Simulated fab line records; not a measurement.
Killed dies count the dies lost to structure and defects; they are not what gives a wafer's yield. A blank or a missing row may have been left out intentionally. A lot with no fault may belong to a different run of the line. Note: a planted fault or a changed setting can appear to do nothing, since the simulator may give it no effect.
2 desks, one fault	flow rit-cmos	numbers are kept per desk, each desk with only its own; the story behind them comes last

== AT THE METROLOGY DESK ==
Lot by lot, what the gauges showed, no matter which tool ran the lot: averages of those sampled wafers that carry a number. If a lot's mean is further than 4 standard deviations from the usual mean, the lot is out of limits and carries the mark OUT (the distance appears in the brackets).
Columns: A = SPACER_NITRIDE_THK at RIT_SPACER_THK_MEAS_04, usual 249.5 nm
lot	first seen here	A
L988	day 3 03:14	251.7
L989	day 3 10:19	251.5
L990	day 3 14:33	248.9
L991	day 3 19:52	249.6
L992	day 4 03:05	171.2 (-26) OUT
L994	day 4 09:22	250.1
L996	day 4 18:48	168.8 (-27) OUT
L997	day 5 00:00	249.6
L104	day 6 06:38	248.9
L106	day 6 20:27	245.4
L108	day 7 07:20	245.6
L109	day 7 09:29	252.9
L110	day 7 13:18	248.3
L111	day 8 00:00	251.6
This desk reports L992, L996 out of limits; the earliest was L992 at day 4 03:05 (SPACER_NITRIDE_THK at RIT_SPACER_THK_MEAS_04). L988, L989, L990, L991, L994, L997, L104, L106, L108, L109, L110, L111 stayed within limits.

== AT THE TOOL OWNER'S DESK: lpcvd-02 ==
The tool's own readings at RIT_SPACER_CVD_03 (deposits Si3N4 from SiH2Cl2/NH3, target thk 250 nm, time 3300 s): means of the sampled wafers that have a number, for each lot that ran on this tool. If a lot's mean is further than 4 standard deviations from the usual mean, the lot is out of limits and carries the mark OUT (the distance appears in the brackets).
Columns: A = nh3-flow-sccm at RIT_SPACER_CVD_03, usual 150.1 sccm; B = spike-tc-load-C at RIT_SPACER_CVD_03, usual 837.2 C; C = zone-power-load-pct at RIT_SPACER_CVD_03, usual 21.4 %
lot	first seen here	A	B	C
L988	day 3 01:18	150.1	835.5	21.2
L989	day 3 08:25	150.5	835.9	21.4
L990	day 3 12:38	149.6	840.2	24.2
L991	day 3 17:58	150.2	835.7	21.2
L992	day 4 01:11	150.9	836.3	21.4
L996	day 4 16:53	150.1	836.0	21.2
L109	day 7 07:34	150.1	839.2	24.2
L111	day 7 22:05	149.6	836.3	21.2
This desk found nothing out of limits on any of the 8 lots.

== PUT TOGETHER ==
Metrology desk: alarm possible at day 4 03:05 on L992, L996.
The tool owner's desk saw nothing out of limits.
On record at the tool owner's desk: L992, L996, within its limits.
On lpcvd-02, each named lot ran RIT_SPACER_CVD_03.

== WHAT WAS PUT IN BY THE SIMULATOR ==
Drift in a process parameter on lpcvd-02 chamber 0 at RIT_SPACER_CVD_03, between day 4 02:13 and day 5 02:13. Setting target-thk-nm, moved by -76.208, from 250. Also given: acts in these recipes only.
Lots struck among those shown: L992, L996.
Delay in hours, fault start to first out-of-limits reading, per desk: metrology desk 1.
